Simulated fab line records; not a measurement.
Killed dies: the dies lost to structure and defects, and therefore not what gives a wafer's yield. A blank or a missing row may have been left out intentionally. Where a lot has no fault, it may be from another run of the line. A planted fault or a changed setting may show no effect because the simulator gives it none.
Which tool was responsible? | flow berkeley_cmos170 | 45 wafers from 15 lots sampled at 4 of the route's 331 steps

## WHAT THE GAUGES READ, wafer by wafer
UCB170_GATE_CD_MEAS_90: the cd target is 350 nm.
lot  | measured     | on        | cd_nm (nm)
L362 | day 6 16:38  | cd_sem-01 | 351.6 350.8 352.1
L363 | day 7 19:27  | cd_sem-02 | 346.2 346.3 348.0
L364 | day 8 10:50  | cd_sem-02 | 350.0 350.5 350.4
L366 | day 8 11:00  | cd_sem-01 | 350.0 350.0 348.9
L367 | day 8 11:19  | cd_sem-02 | 352.4 351.9 350.9
L369 | day 8 19:35  | cd_sem-02 | 350.9 351.5 351.7
L371 | day 9 03:23  | cd_sem-02 | 349.7 348.3 349.5
L374 | day 9 11:49  | cd_sem-02 | 349.9 351.6 352.0
L373 | day 9 12:06  | cd_sem-01 | 349.4 351.3 350.6
L378 | day 10 17:35 | cd_sem-01 | 352.6 353.8 351.3
L379 | day 10 17:38 | cd_sem-02 | 349.2 350.1 349.8
L383 | day 11 08:39 | cd_sem-02 | 349.9 348.1 350.0
L382 | day 11 09:05 | cd_sem-02 | 353.3 352.6 355.0
L381 | day 11 09:44 | cd_sem-02 | 350.4 348.9 349.7
L385 | day 12 00:29 | cd_sem-02 | 352.2 353.8 352.5

UCB170_M2_RS_MEAS_02: uses a four-point probe to measure.
lot  | measured     | on            | M2_AL_RS (ohm/sq)
L362 | day 8 05:25  | film_metro-01 | 0.0330 0.0319 0.0321
L363 | day 9 05:51  | film_metro-03 | 0.0330 0.0322 0.0331
L364 | day 9 20:32  | film_metro-01 | 0.0323 0.0324 0.0325
L366 | day 9 22:34  | film_metro-03 | 0.0313 0.0315 0.0312
L367 | day 9 22:29  | film_metro-01 | 0.0326 0.0324 0.0319
L369 | day 10 04:21 | film_metro-04 | 0.0315 0.0311 0.0314
L371 | day 10 10:24 | film_metro-04 | 0.0310 0.0315 0.0324
L374 | day 10 21:12 | film_metro-01 | 0.0319 0.0318 0.0318
L373 | day 11 00:30 | film_metro-01 | 0.0322 0.0314 0.0320
L378 | day 12 05:17 | film_metro-03 | 0.0325 0.0316 0.0317
L379 | day 12 04:59 | film_metro-04 | 0.0322 0.0321 0.0322
L383 | day 12 15:56 | film_metro-04 | 0.0317 0.0316 0.0316
L382 | day 12 15:39 | film_metro-03 | 0.0323 0.0326 0.0328
L381 | day 12 20:00 | film_metro-04 | 0.0325 0.0315 0.0312
L385 | day 13 09:16 | film_metro-03 | 0.0316 0.0329 0.0316

## EACH LOT AND THE TOOL THAT RAN IT (in order: tool; ch and the chambers of the sampled wafers; start)
lot  | UCB170_GATE_ETCH_15              | UCB170_V1_SOFTBAKE_08
L362 | rie_si-02 ch 0,2,3, day 6 16:26  | litho_track-01 ch 0, day 8 03:50
L363 | rie_si-02 ch 0,1, day 7 19:18    | litho_track-02 ch 0, day 9 04:15
L364 | rie_si-02 ch 2,3, day 8 10:37    | litho_track-02 ch 0, day 9 18:57
L366 | rie_si-01 ch 0,1, day 8 10:49    | litho_track-01 ch 0, day 9 20:40
L367 | rie_si-02 ch 0,2,3, day 8 11:08  | litho_track-02 ch 0, day 9 20:28
L369 | rie_si-01 ch 0,1,2, day 8 19:25  | litho_track-04 ch 0, day 10 02:00
L371 | rie_si-01 ch 0,1, day 9 03:15    | litho_track-01 ch 0, day 10 08:59
L374 | rie_si-02 ch 1,2, day 9 11:40    | litho_track-01 ch 0, day 10 19:48
L373 | rie_si-01 ch 0,1,2, day 9 11:56  | litho_track-01 ch 0, day 10 23:08
L378 | rie_si-02 ch 2,3, day 10 17:24   | litho_track-04 ch 0, day 12 03:26
L379 | rie_si-01 ch 0,1, day 10 17:25   | litho_track-02 ch 0, day 12 03:10
L383 | rie_si-01 ch 0,1,2, day 11 08:28 | litho_track-04 ch 0, day 12 14:22
L382 | rie_si-02 ch 0,2,3, day 11 08:56 | litho_track-02 ch 0, day 12 14:10
L381 | rie_si-02 ch 0,1,3, day 11 09:34 | litho_track-04 ch 0, day 12 18:38
L385 | rie_si-01 ch 1,2,3, day 12 00:20 | litho_track-04 ch 0, day 13 08:02
- UCB170_GATE_ETCH_15: etches poly-Si in HBr/Cl2, stops on SiO2, time 56.3 s, target depth 278.2 nm.
- UCB170_V1_SOFTBAKE_08: time 60 s.

## WHAT THE TOOLS THEMSELVES READ (means of the sampled wafers that have a number; where no wafer has one, the mark that the record gives instead)
UCB170_GATE_ETCH_15.
lot  | tool      | drypump_motor_current_A (A) | oes_product_au (a.u.) | throttle_valve_pct (%)
L362 | rie_si-02 | 5.6                         | 0.837                 | 26.68
L363 | rie_si-02 | 5.6                         | 0.835                 | 26.51
L364 | rie_si-02 | 5.6                         | 0.839                 | 26.79
L366 | rie_si-01 | 6.2                         | 0.843                 | 26.42
L367 | rie_si-02 | 5.5                         | 0.824                 | 26.68
L369 | rie_si-01 | 5.9                         | 0.838                 | 26.42
L371 | rie_si-01 | 5.9                         | 0.837                 | 26.39
L374 | rie_si-02 | 5.7                         | 0.834                 | 26.74
L373 | rie_si-01 | 5.9                         | 0.840                 | 26.42
L378 | rie_si-02 | 5.6                         | 0.855                 | 26.69
L379 | rie_si-01 | 6.0                         | 0.845                 | 26.39
L383 | rie_si-01 | 5.9                         | 0.833                 | 26.41
L382 | rie_si-02 | 5.5                         | 0.831                 | 26.68
L381 | rie_si-02 | 5.6                         | 0.841                 | 26.54
L385 | rie_si-01 | 5.3                         | 0.835                 | 26.38

UCB170_V1_SOFTBAKE_08.
lot  | tool           | heater_power_total_W (W) | run_length_s (s)
L362 | litho_track-01 | 56.85                    | 89.33
L363 | litho_track-02 | 56.81                    | 88.90
L364 | litho_track-02 | 56.82                    | 88.82
L366 | litho_track-01 | 56.85                    | 89.28
L367 | litho_track-02 | 56.79                    | 88.86
L369 | litho_track-04 | 56.80                    | 89.25
L371 | litho_track-01 | 60.19                    | 78.01
L374 | litho_track-01 | 60.30                    | 77.88
L373 | litho_track-01 | 60.28                    | 77.83
L378 | litho_track-04 | 56.83                    | 89.19
L379 | litho_track-02 | 56.81                    | 88.86
L383 | litho_track-04 | 56.74                    | 89.31
L382 | litho_track-02 | 56.78                    | 88.94
L381 | litho_track-04 | 56.82                    | 89.15
L385 | litho_track-04 | 56.78                    | 89.24

## THE ANSWER, worked out from the rows above alone
Rule: what is usual is taken from the lots themselves. Put in order of their means at a reading, lots are off if they are a third of the lots or fewer, leave a main group of 4 or more, and stand apart from it by a gap of 3 or more times the standard deviation of the main group's means; of several such gaps the widest counts. If all means in a main group match to the digits the tables above print for the reading, that group is not used. Also off: a lot with no number at a reading for which 4 or more lots have one. The other lots that the step has rows for count as sound. After the gauges, taken in route order, come the tools' own readings; for these a lot's mean is taken, as printed above. The first step at which some lot is off is used, and at that step the reading that is off furthest; a lot without a number counts as furthest.
Off: L371, L374, L373, at UCB170_V1_SOFTBAKE_08 (heater_power_total_W). The main group has a mean of 56.81 W with a standard deviation of 0.03.
If a tool, at that step or one of the process steps before it, ran each lot that is off and ran no sound lot following the first of them, it fits. One fits: UCB170_V1_SOFTBAKE_08 on litho_track-01. A fault onset in the window from L366 (day 9 20:40, its last sound lot) to L371 (day 10 08:59, its first lot off) fits.
The tool's own readings at UCB170_V1_SOFTBAKE_08 bear it out: on the lots that are off they differ by more than 5 times the standard deviation of the sound lots' means. heater_power_total_W reads 60.26 W there against 56.81 W on the sound lots; run_length_s reads 77.91 s there against 89.09 s on the sound lots.

## WHAT HAD BEEN PUT IN BY THE SIMULATOR
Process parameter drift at UCB170_V1_SOFTBAKE_08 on litho_track-01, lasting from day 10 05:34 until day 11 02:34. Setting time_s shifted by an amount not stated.
Lots struck among those shown: L371, L374, L373. The rule given above showed the same thing.
